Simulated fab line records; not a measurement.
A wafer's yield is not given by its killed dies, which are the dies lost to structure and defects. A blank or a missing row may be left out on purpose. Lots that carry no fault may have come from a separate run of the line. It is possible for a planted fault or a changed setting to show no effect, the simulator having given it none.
fab line records    flow rit_cmos
[record] lots = 6  wafers = 18  last_day = 7
route steps=202 shown NLDD@103 PLDD@114 SPACER@125 NSD@131 PSD@142 M1@202
lots that met no fault: from a run of the same line without faults
start_h: hours from the record's opening day to when the first of the lot's shown wafers began    wait_h: how many hours have passed since the lot's step before this one    " identical to the entry in the row above    L1.1+2: one row covering several wafers at once    - no value, or no start given    * or withheld: withheld    < > ~ a bound
route shown NAME@n: a module of which the file shows steps, and the number in the route of the first    usual: average and standard deviation across the fault-free wafers    same: alike in all rows    chamber/n: place in a boat    sites: per-site readings    _std_site: the values' standard deviation    _edge_site: the outer-site mean with the inner-site mean subtracted    radius_mm: for every site, how far away it sits from the centre of the wafer    mask NAME#n: copy n    behind: the most recent tool/chamber to have shaped the wafer    hold: why the lot was held/for how many hours/how that ended    device: the transistor (n, p or np) that didn't switch    end of line: at the end of the route, the tests of the same wafers    where a step has no rows: the recipe by itself    killed: not the wafer's yield, but the dies lost to structure and defects at the first sort    map: a wafer's dies, marking killed ones x, the rest . and places with no die _
set.NAME: setting as actually run; set.NAME@STEP: the setting as run at that earlier step    model.NAME: the simulator's own value behind a step, which no gauge read
lots seen at some steps along the route; tables by step, rows by wafer
services: from which hour (start_h, from the record's first day; less than 0 if before it) a tool's chamber was out of use, for how many hours, and why
[[steps]]
[step RIT_NLDD_HMDS_00]
[recipe] prime_time_s = 60  prime_temp_c = 140
[step RIT_NLDD_COAT_01]
[recipe] resist = NOVOLAK  spin_rpm = 3250  resist_thk_nm = 1000
[step RIT_NLDD_SOFTBAKE_02]
[recipe] resist = NOVOLAK  temp_c = 90  time_s = 60
[step RIT_NLDD_EXPOSE_03]
[recipe] mask_id = M7  na = 0.57  target_cd_nm = 40700  dose_mj = 250
[step RIT_NLDD_PEB_04]
[recipe] resist = NOVOLAK  temp_c = withheld  time_s = withheld
[step RIT_NLDD_DEVELOP_05]
[recipe] resist = NOVOLAK  develop_time_s = 50  dev_temp_c = 23
[step RIT_NLDD_OVL_MEAS_06]
[usual] NLDD_OVL = 1.1/1.4
lot.wafer  tool        chamber  start_h  wait_h  NLDD_OVL[nm]
L238.1     overlay-02  -        88.83    -       0.2
L238.5     "           -        "        "       2.9
L238.6     "           -        "        "       0.3
L241.1     overlay-01  -        102.57   -       -0.2
L241.2     "           -        "        "       -0.3
L241.5     "           -        "        "       -0.8
L242.2     overlay-02  -        108.85   -       0.6
L242.3     "           -        "        "       -0.6
L242.5     "           -        "        "       1.2
L246.1     overlay-02  -        126.92   -       0.8
L246.2     "           -        "        "       -0.3
L246.3     "           -        "        "       0.8
L247.1     overlay-01  -        127.48   -       -0.1
L247.2     "           -        "        "       0.4
L247.3     "           -        "        "       1.7
L249.4     overlay-01  -        140.99   -       2.1
L249.5     "           -        "        "       1.2
L249.6     "           -        "        "       1.7
[step RIT_NLDD_HARDBAKE_07]
[recipe] resist = NOVOLAK  temp_c = 140  time_s = 60
[step RIT_NLDD_IMPLANT_08]
[recipe] species = P  energy_kev = 20  dose_cm2 = 5e+14  tilt_deg = 7
[step RIT_NLDD_STRIP_09]
[recipe] chemistry = O2  time_s = 180  resist = NOVOLAK  platen_temp_c = withheld  power_w = 500  pressure_mtorr = 4000  o2_flow_sccm = 4000
[usual] chamber_pressure_mTorr = 4000/3.6  drypump_motor_current_A = 6.0/0.31
lot.wafer  tool             chamber  start_h  wait_h  chamber_pressure_mTorr  drypump_motor_current_A  rf_hours_counter_h
L238.1     plasma_asher-03  0        89.17    0.1     3996                    5.6                      44
L238.5     "                0        "        "       4001                    5.6                      -
L238.6     "                1        "        "       3996                    6.4                      -
L241.1     plasma_asher-01  0        102.98   0.1     3996                    6.1                      32
L241.2     "                1        "        "       3996                    5.6                      32
L241.5     "                0        "        "       3999                    6.1                      -
L242.2     plasma_asher-01  1        109.18   0.1     3997                    5.7                      33
L242.3     "                0        "        "       3999                    6.2                      -
L242.5     "                0        "        "       4002                    6.2                      -
L246.1     plasma_asher-01  1        127.26   0.1     4000                    5.6                      35
L246.2     "                0        "        "       4000                    6.2                      35
L246.3     "                1        "        "       4005                    5.6                      -
L247.1     plasma_asher-03  1        127.81   0.1     3998                    6.4                      49
L247.2     "                0        "        "       4003                    5.5                      49
L247.3     "                1        "        "       3995                    6.5                      -
L249.4     plasma_asher-01  1        141.37   0.1     4003                    5.6                      -
L249.5     "                1        "        "       3999                    5.6                      -
L249.6     "                0        "        "       4003                    6.1                      -
[step RIT_NLDD_TW_MEAS_10]
[usual] NLDD_TW = 2480/22
lot.wafer  tool           chamber  start_h  wait_h  NLDD_TW
L238.1     film_metro-01  -        89.35    0.1     2496
L238.5     "              -        "        "       2497
L238.6     "              -        "        "       2514
L241.1     film_metro-01  -        103.15   0.1     2513
L241.2     "              -        "        "       2488
L241.5     "              -        "        "       2508
L242.2     film_metro-02  -        109.36   0.1     2456
L242.3     "              -        "        "       2441
L242.5     "              -        "        "       2448
L246.1     film_metro-04  -        127.43   0.1     2483
L246.2     "              -        "        "       2475
L246.3     "              -        "        "       2469
L247.1     film_metro-02  -        127.99   0.1     2458
L247.2     "              -        "        "       2451
L247.3     "              -        "        "       2452
L249.4     film_metro-01  -        141.51   0.1     2499
L249.5     "              -        "        "       2502
L249.6     "              -        "        "       2488
[step RIT_PLDD_HMDS_00]
[recipe] prime_time_s = 60  prime_temp_c = 140
[step RIT_PLDD_COAT_01]
[recipe] resist = NOVOLAK  spin_rpm = 3250  resist_thk_nm = 1000
[usual] chill_plate_temp_C = 23.00/0.098  dispense_pressure_kPa = 49.7/1.2
lot.wafer  tool            chamber  start_h  wait_h  chill_plate_temp_C  dispense_pressure_kPa
L238.1     litho_track-03  0        89.56    0.1     22.85               47.9
L238.5     "               0        "        "       22.92               47.9
L238.6     "               0        "        "       22.87               47.9
L241.1     litho_track-04  -        103.36   0.1     -                   -
L241.2     "               -        "        "       -                   -
L241.5     "               -        "        "       -                   -
L242.2     litho_track-04  -        109.74   0.1     -                   -
L242.3     "               -        "        "       -                   -
L242.5     "               -        "        "       -                   -
L246.1     litho_track-04  0        127.64   0.1     22.96               50.3
L246.2     "               0        "        "       22.98               50.3
L246.3     "               0        "        "       23.05               50.3
L247.1     litho_track-01  0        128.20   0.1     23.10               50.5
L247.2     "               0        "        "       23.11               50.5
L247.3     "               0        "        "       22.98               50.5
L249.4     litho_track-04  0        141.77   0.1     23.19               50.3
L249.5     "               0        "        "       22.94               50.4
L249.6     "               0        "        "       23.13               50.3
[step RIT_PLDD_SOFTBAKE_02]
[recipe] resist = NOVOLAK  temp_c = 90  time_s = 60
[step RIT_PLDD_EXPOSE_03]
[recipe] mask_id = M8  na = 0.57  target_cd_nm = 40900  dose_mj = 250
[step RIT_PLDD_PEB_04]
[recipe] resist = NOVOLAK  temp_c = withheld  time_s = withheld
[step RIT_PLDD_DEVELOP_05]
[recipe] resist = NOVOLAK  develop_time_s = 50  dev_temp_c = 23
[step RIT_PLDD_OVL_MEAS_06]
[usual] PLDD_OVL = 0.6/1.6
lot.wafer  tool        chamber  start_h  wait_h  PLDD_OVL[nm]
L238.1     overlay-02  -        90.38    -       1.9
L238.5     "           -        "        "       0.6
L238.6     "           -        "        "       -1.8
L241.1     overlay-02  -        104.19   -       -
L241.2     "           -        "        "       -
L241.5     "           -        "        "       -
L242.2     overlay-01  -        110.42   -       -
L242.3     "           -        "        "       -
L242.5     "           -        "        "       -
L246.1     overlay-02  -        128.47   -       -0.9
L246.2     "           -        "        "       -0.5
L246.3     "           -        "        "       -1.7
L247.1     overlay-01  -        129.02   -       4.7
L247.2     "           -        "        "       5.0
L247.3     "           -        "        "       4.3
L249.4     overlay-02  -        142.66   -       1.3
L249.5     "           -        "        "       0.1
L249.6     "           -        "        "       0.6
[step RIT_PLDD_HARDBAKE_07]
[recipe] resist = NOVOLAK  temp_c = 140  time_s = 60
[step RIT_PLDD_IMPLANT_08]
[recipe] species = BF2  energy_kev = 20  dose_cm2 = 9e+14  tilt_deg = 7
[step RIT_PLDD_STRIP_09]
[recipe] chemistry = O2  time_s = 180  resist = NOVOLAK  platen_temp_c = withheld  power_w = 500  pressure_mtorr = 4000  o2_flow_sccm = 4000
[usual] chamber_pressure_mTorr = 4000/3.8  drypump_motor_current_A = 5.9/0.56
lot.wafer  tool             chamber  start_h  wait_h  chamber_pressure_mTorr  drypump_motor_current_A  rf_hours_counter_h
L238.1     plasma_asher-03  0        90.89    0.1     4006                    5.6                      44
L238.5     "                0        "        "       4000                    5.6                      -
L238.6     "                1        "        "       4005                    6.4                      -
L241.1     plasma_asher-01  1        104.52   0.1     4000                    5.6                      33
L241.2     "                0        "        "       4003                    6.2                      33
L241.5     "                1        "        "       3996                    5.6                      -
L242.2     plasma_asher-01  1        110.75   0.1     4005                    5.7                      34
L242.3     "                0        "        "       3999                    6.2                      -
L242.5     "                1        "        "       4004                    5.6                      -
L246.1     plasma_asher-02  0        128.80   0.1     3998                    6.6                      47
L246.2     "                1        "        "       3997                    4.9                      47
L246.3     "                0        "        "       4000                    6.6                      -
L247.1     plasma_asher-03  1        129.36   0.1     3998                    6.4                      49
L247.2     "                0        "        "       3999                    5.6                      49
L247.3     "                1        "        "       3991                    6.4                      -
L249.4     plasma_asher-02  0        143.04   0.1     4001                    6.6                      -
L249.5     "                1        "        "       3998                    4.9                      -
L249.6     "                0        "        "       4002                    6.6                      -
[step RIT_PLDD_TW_MEAS_10]
[usual] PLDD_TW = 2338/22
lot.wafer  tool           chamber  start_h  wait_h  PLDD_TW
L238.1     film_metro-04  -        91.06    0.1     2332
L238.5     "              -        "        "       2340
L238.6     "              -        "        "       2336
L241.1     film_metro-01  -        104.70   0.1     2348
L241.2     "              -        "        "       2360
L241.5     "              -        "        "       2373
L242.2     film_metro-02  -        110.94   0.1     2298
L242.3     "              -        "        "       2301
L242.5     "              -        "        "       2305
L246.1     film_metro-02  -        128.98   0.1     2308
L246.2     "              -        "        "       2313
L246.3     "              -        "        "       2309
L247.1     film_metro-04  -        129.54   0.1     2341
L247.2     "              -        "        "       2329
L247.3     "              -        "        "       2333
L249.4     film_metro-02  -        143.18   0.1     2305
L249.5     "              -        "        "       2300
L249.6     "              -        "        "       2310
[step RIT_SPACER_CLEAN_00]
[recipe] chemistry = SC1  mix = 3:3:50  time_s = 600  temp_c = 75
[step RIT_SPACER_CLEAN_01]
[recipe] chemistry = dHF  dilution = 50:1  time_s = 30
[step RIT_SPACER_CLEAN_02]
[recipe] chemistry = SC2  mix = 3:3:50  time_s = 600  temp_c = 75  dry = n2_spin
[step RIT_SPACER_CVD_03]
[recipe] material = Si3N4  target_thk_nm = 250  temp_c = 810  precursor = SiH2Cl2/NH3  time_s = 3300  pressure_mtorr = 300  sih2cl2_flow_sccm = 60  nh3_flow_sccm = 150
[step RIT_SPACER_THK_MEAS_04]
[recipe] reads = Si3N4_of_SPACER_CVD_03
[usual] SPACER_NITRIDE_THK = 249.6/2.6
lot.wafer  tool           chamber  start_h  wait_h  SPACER_NITRIDE_THK[nm]
L238.1     film_metro-03  -        93.44    0.0     253.0
L238.5     "              -        "        "       250.4
L238.6     "              -        "        "       252.6
L241.1     film_metro-04  -        107.04   0.0     249.2
L241.2     "              -        "        "       250.4
L241.5     "              -        "        "       250.2
L242.2     film_metro-01  -        113.28   0.0     251.5
L242.3     "              -        "        "       250.8
L242.5     "              -        "        "       248.5
L246.1     film_metro-01  -        131.34   0.0     242.8
L246.2     "              -        "        "       243.2
L246.3     "              -        "        "       243.6
L247.1     film_metro-03  -        132.46   0.0     251.7
L247.2     "              -        "        "       249.4
L247.3     "              -        "        "       249.2
L249.4     film_metro-01  -        145.53   0.0     250.3
L249.5     "              -        "        "       248.9
L249.6     "              -        "        "       251.5
[step RIT_SPACER_ETCHBACK_05]
[recipe] target_depth_a = 2500  SF6_flow_sccm = 30  CHF3_flow_sccm = 30  target = Si3N4  chemistry = SF6/CHF3  pressure_mtorr = 40  rf_w = 250  time_s = 240  stop_on = SiO2
[usual] chamber_pressure_mTorr = 40.00/0.043  drypump_motor_current_A = 5.7/0.61  oes_product_au = 0.840/0.012  throttle_valve_pct = 10.26/0.11
lot.wafer  tool         chamber  start_h  wait_h  chamber_pressure_mTorr  drypump_motor_current_A  oes_product_au  rf_hours_counter_h  throttle_valve_pct
L238.1     rie_diel-02  0        93.50    0.1     39.96                   5.1                      0.843           64                  10.13
L238.5     "            3        "        "       40.07                   6.2                      0.829           -                   10.41
L238.6     "            2        "        "       39.96                   5.9                      0.827           -                   10.32
L241.1     rie_diel-01  3        107.10   0.1     40.00                   6.4                      0.847           6                   10.09
L241.2     "            2        "        "       40.05                   6.4                      0.869           144                 10.16
L241.5     "            0        "        "       39.98                   5.8                      0.839           -                   10.36
L242.2     rie_diel-03  2        113.33   0.0     39.98                   4.7                      0.827           120                 10.20
L242.3     "            0        "        "       39.99                   5.1                      0.859           19                  10.34
L242.5     "            0        "        "       39.99                   5.1                      0.855           -                   10.36
L246.1     rie_diel-02  1        131.40   0.1     40.00                   5.9                      0.827           51                  10.31
L246.2     "            0        "        "       39.98                   5.0                      0.813           65                  10.13
L246.3     "            3        "        "       39.96                   6.2                      0.823           6                   10.41
L247.1     rie_diel-03  1        132.52   0.1     40.01                   5.0                      0.845           47                  10.35
L247.2     "            0        "        "       39.94                   5.1                      0.855           19                  10.36
L247.3     "            2        "        "       39.97                   4.7                      0.828           120                 10.21
L249.4     rie_diel-01  2        145.56   0.0     40.03                   6.5                      0.860           145                 10.16
L249.5     "            3        "        "       40.02                   6.3                      0.845           -                   10.10
L249.6     "            2        "        "       40.02                   6.4                      0.864           -                   10.17
[step RIT_NSD_HMDS_00]
[recipe] prime_time_s = 60  prime_temp_c = 140
[step RIT_NSD_COAT_01]
[recipe] resist = NOVOLAK  spin_rpm = 3250  resist_thk_nm = 1000
[step RIT_NSD_SOFTBAKE_02]
[recipe] resist = NOVOLAK  temp_c = 90  time_s = 60
[step RIT_NSD_EXPOSE_03]
[recipe] mask_id = M9  na = 0.57  target_cd_nm = 40700  dose_mj = 250
[step RIT_NSD_PEB_04]
[recipe] resist = NOVOLAK  temp_c = withheld  time_s = withheld
[step RIT_NSD_DEVELOP_05]
[recipe] resist = NOVOLAK  develop_time_s = 50  dev_temp_c = 23
[step RIT_NSD_OVL_MEAS_06]
[usual] NSD_OVL = 0.1/1.1
lot.wafer  tool        chamber  start_h  wait_h  NSD_OVL[nm]
L238.1     overlay-02  -        94.63    -       3.7
L238.5     "           -        "        "       1.9
L238.6     "           -        "        "       2.1
L241.1     overlay-01  -        108.10   -       -1.1
L241.2     "           -        "        "       -1.7
L241.5     "           -        "        "       0.0
L242.2     overlay-02  -        114.34   -       -0.9
L242.3     "           -        "        "       1.0
L242.5     "           -        "        "       0.1
L246.1     overlay-01  -        132.40   -       -1.1
L246.2     "           -        "        "       1.6
L246.3     "           -        "        "       0.4
L247.1     overlay-01  -        133.52   -       -0.4
L247.2     "           -        "        "       -0.8
L247.3     "           -        "        "       0.5
L249.4     overlay-02  -        146.57   -       0.7
L249.5     "           -        "        "       0.1
L249.6     "           -        "        "       -0.6
[step RIT_NSD_HARDBAKE_07]
[recipe] resist = NOVOLAK  temp_c = 140  time_s = 60
[step RIT_NSD_IMPLANT_08]
[recipe] species = P  energy_kev = 25  dose_cm2 = 1e+15  tilt_deg = 7
[step RIT_NSD_STRIP_09]
[recipe] chemistry = O2  time_s = 180  resist = NOVOLAK  platen_temp_c = withheld  power_w = 500  pressure_mtorr = 4000  o2_flow_sccm = 4000
[usual] chamber_pressure_mTorr = 4000/3.8  drypump_motor_current_A = 5.9/0.52
lot.wafer  tool             chamber  start_h  wait_h  chamber_pressure_mTorr  drypump_motor_current_A  rf_hours_counter_h
L238.1     plasma_asher-04  1        95.09    0.1     4002                    6.1                      45
L238.5     "                0        "        "       4003                    6.3                      -
L238.6     "                1        "        "       4003                    6.0                      -
L241.1     plasma_asher-04  0        108.44   0.1     3995                    6.2                      47
L241.2     "                1        "        "       3998                    6.0                      47
L241.5     "                0        "        "       4000                    6.2                      -
L242.2     plasma_asher-01  0        114.67   0.1     3997                    6.2                      34
L242.3     "                0        "        "       4002                    6.1                      -
L242.5     "                0        "        "       4005                    6.2                      -
L246.1     plasma_asher-04  0        132.73   0.1     3998                    6.2                      2
L246.2     "                1        "        "       4004                    6.1                      2
L246.3     "                1        "        "       4000                    6.0                      -
L247.1     plasma_asher-01  0        133.86   0.1     3994                    6.2                      36
L247.2     "                1        "        "       3996                    5.7                      36
L247.3     "                1        "        "       4004                    5.7                      -
L249.4     plasma_asher-01  1        146.95   0.1     4001                    5.6                      -
L249.5     "                1        "        "       3999                    5.6                      -
L249.6     "                0        "        "       4003                    6.1                      -
[step RIT_NSD_TW_MEAS_10]
[usual] NSD_TW = 3103/28
lot.wafer  tool           chamber  start_h  wait_h  NSD_TW
L238.1     film_metro-02  -        95.27    0.1     3067
L238.5     "              -        "        "       3078
L238.6     "              -        "        "       3063
L241.1     film_metro-01  -        108.61   0.1     3310
L241.2     "              -        "        "       3302
L241.5     "              -        "        "       3295
L242.2     film_metro-04  -        114.85   0.1     3297
L242.3     "              -        "        "       3280
L242.5     "              -        "        "       3282
L246.1     film_metro-04  -        132.91   0.1     3093
L246.2     "              -        "        "       3105
L246.3     "              -        "        "       3100
L247.1     film_metro-02  -        134.03   0.1     3073
L247.2     "              -        "        "       3062
L247.3     "              -        "        "       3073
L249.4     film_metro-02  -        147.10   0.1     3048
L249.5     "              -        "        "       3065
L249.6     "              -        "        "       3064
[step RIT_PSD_HMDS_00]
[recipe] prime_time_s = 60  prime_temp_c = 140
[step RIT_M1_PROBE_99]
[usual] killed_at_contacts = 0.1/0.23  killed_at_front_end = 6.2/2.8  killed_dies = 6.3/2.7  killed_on_rim = 1.7/1.3  killed_open = 3.1/2  killed_short = 3.2/1.8
[same] gross_dies = 264  killed_at_M0_to_M3 = 0  killed_at_M4_up = 0  killed_at_back_side = 0  killed_at_other = 0
lot.wafer  tool       chamber  start_h  wait_h  killed_at_contacts  killed_at_front_end  killed_dies  killed_on_rim  killed_open  killed_short
L238.1     prober-01  -        105.09   0.1     0                   5                    5            2              3            2
L238.5     prober-01  -        105.29   0.2     0                   3                    3            0              1            2
L238.6     prober-01  -        105.34   0.2     0                   5                    5            2              3            2
L241.1     prober-02  -        117.85   0.1     0                   264                  264          70             2            6
L241.2     prober-02  -        117.90   0.1     0                   264                  264          70             2            6
L241.5     prober-02  -        118.05   0.2     0                   264                  264          70             7            5
L242.2     prober-01  -        124.25   0.1     0                   264                  264          70             5            3
L242.3     prober-01  -        124.30   0.2     0                   264                  264          70             1            7
L242.5     prober-01  -        124.40   0.2     0                   264                  264          70             6            2
L246.1     prober-01  -        142.39   0.1     0                   14                   14           0              5            9
L246.2     prober-01  -        142.44   0.1     0                   4                    4            2              1            3
L246.3     prober-01  -        142.49   0.2     0                   9                    9            3              2            7
L249.4     prober-01  -        156.64   0.2     0                   4                    4            1              2            2
L249.5     prober-01  -        156.69   0.2     1                   8                    9            1              2            7
L249.6     prober-01  -        156.74   0.2     0                   4                    4            1              1            3
// killed by level:class
L238.1 ACTIVE:geometric_particle:short=1 FOX1:geometric_particle:open=1 FOX1:geometric_particle:short=1 FOX2:geometric_particle:open=1 REOX:geometric_particle:open=1
L238.5 GATE:geometric_particle:short=1 SPACER:geometric_particle:open=1 SPACER:geometric_particle:short=1
L238.6 GATE:geometric_particle:open=3 GATE:geometric_particle:short=1 SILICIDE:geometric_particle:short=1
L241.1 PLDD:area_expose=256 GATE:geometric_particle:short=4 GATE:geometric_particle:open=2 SILICIDE:geometric_particle:short=2
L241.2 PLDD:area_expose=256 SILICIDE:geometric_particle:short=3 FOX1:geometric_particle:short=1 FOX2:geometric_particle:open=1 FOX2:geometric_particle:short=1 GATE:geometric_particle:short=1 SPACER:geometric_particle:open=1
L241.5 PLDD:area_expose=252 SILICIDE:geometric_particle:open=4 GATE:geometric_particle:short=3 FOX1:geometric_particle:short=2 FOX2:geometric_particle:open=1 GATE:geometric_particle:open=1 SPACER:geometric_particle:open=1
L242.2 PLDD:area_expose=256 FOX1:geometric_particle:open=2 GATE:geometric_particle:open=2 GATE:geometric_particle:short=1 REOX:geometric_particle:short=1 REOX:geometric_particle:open=1 SPACER:geometric_particle:short=1
L242.3 PLDD:area_expose=256 SPACER:geometric_particle:short=3 FOX1:geometric_particle:short=2 GATE:geometric_particle:short=2 GATE:geometric_particle:open=1
L242.5 PLDD:area_expose=256 GATE:geometric_particle:open=2 SILICIDE:geometric_particle:open=2 FOX1:geometric_particle:open=1 GATE:geometric_particle:short=1 REOX:geometric_particle:short=1 SPACER:geometric_particle:open=1
L246.1 GATE:geometric_particle:short=5 REOX:geometric_particle:open=3 FOX1:geometric_particle:short=2 GATE:geometric_particle:open=2 FOX2:geometric_particle:short=1 SILICIDE:geometric_particle:short=1
L246.2 REOX:geometric_particle:short=2 GATE:geometric_particle:short=1 GATE:geometric_particle:open=1
L246.3 SPACER:geometric_particle:short=4 GATE:geometric_particle:short=2 FOX1:geometric_particle:short=1 GATE:geometric_particle:open=1 SPACER:geometric_particle:open=1
L249.4 GATE:geometric_particle:short=2 GATE:geometric_particle:open=1 SPACER:geometric_particle:open=1
L249.5 GATE:geometric_particle:short=4 GATE:geometric_particle:open=2 SILICIDE:geometric_particle:short=2 CONTACT:geometric_particle:short=1
L249.6 ACTIVE:geometric_particle:short=1 FOX1:geometric_particle:short=1 FOX2:geometric_particle:open=1 GATE:geometric_particle:short=1
// map L241.1 (x killed, . not)
________xxxxxxx_______
_____xxxxxxxxxxxxx____
____xxxxxxxxxxxxxxx___
___xxxxxxxxxxxxxxxxx__
__xxxxxxxxxxxxxxxxxxx_
__xxxxxxxxxxxxxxxxxxx_
_xxxxxxxxxxxxxxxxxxxxx
_xxxxxxxxxxxxxxxxxxxxx
_xxxxxxxxxxxxxxxxxxxxx
_xxxxxxxxxxxxxxxxxxxxx
__xxxxxxxxxxxxxxxxxxx_
__xxxxxxxxxxxxxxxxxxx_
___xxxxxxxxxxxxxxxxx__
____xxxxxxxxxxxxxxx___
_____xxxxxxxxxxxxx____
________xxxxxxx_______
// map L242.2 (x killed, . not)
________xxxxxxx_______
_____xxxxxxxxxxxxx____
____xxxxxxxxxxxxxxx___
___xxxxxxxxxxxxxxxxx__
__xxxxxxxxxxxxxxxxxxx_
__xxxxxxxxxxxxxxxxxxx_
_xxxxxxxxxxxxxxxxxxxxx
_xxxxxxxxxxxxxxxxxxxxx
_xxxxxxxxxxxxxxxxxxxxx
_xxxxxxxxxxxxxxxxxxxxx
__xxxxxxxxxxxxxxxxxxx_
__xxxxxxxxxxxxxxxxxxx_
___xxxxxxxxxxxxxxxxx__
____xxxxxxxxxxxxxxx___
_____xxxxxxxxxxxxx____
________xxxxxxx_______
[[services]]
tool             chamber  start_h  hours  kind
rie_diel-02      3        97.35    7.3    repair
plasma_asher-04  -        108.75   9.0    pm
plasma_asher-04  0        108.75   9.0    vent_cycle
plasma_asher-04  1        108.75   9.0    vent_cycle
rie_diel-02      3        116.69   4.2    repair
plasma_asher-04  0        117.75   -      clean
plasma_asher-04  1        117.75   -      clean
rie_diel-02      2        129.56   2.0    repair
[[key]]
[first_sign] step = RIT_PLDD_COAT_01  reading = tool_record  direction = missing
[effect] step = RIT_PLDD_OVL_MEAS_06  reading = PLDD_OVL  direction = missing
[effect] step = RIT_NSD_TW_MEAS_10  reading = NSD_TW  direction = up  sigmas = 6.9  usual = 3103  struck = 3294
[effect] step = RIT_M1_PROBE_99  reading = killed_dies  direction = up  sigmas = 94  usual = 6.3  struck = 264
[more_kills_born_at] RIT_PLDD_EXPOSE_03@iline_stepper-02 = 1532
met_at RIT_PLDD_COAT_01
struck_wafers L241.1,L241.2,L241.5,L242.2,L242.3,L242.5
tester_left_out L241,L242
[fault] kind = skipped_step_whole  tool = litho_track-04  chamber = -  onset_h = 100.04  steps = RIT_PLDD_COAT_01  scope = struck_lots_only
// tester_left_out: of these lots the tester's yield and bins aren't shown, on N5 and GAA mostly nor the transistor test; their killed dies are dies lost to structure and defects alone, not to doping, threshold or leakage, so they don't give the yield
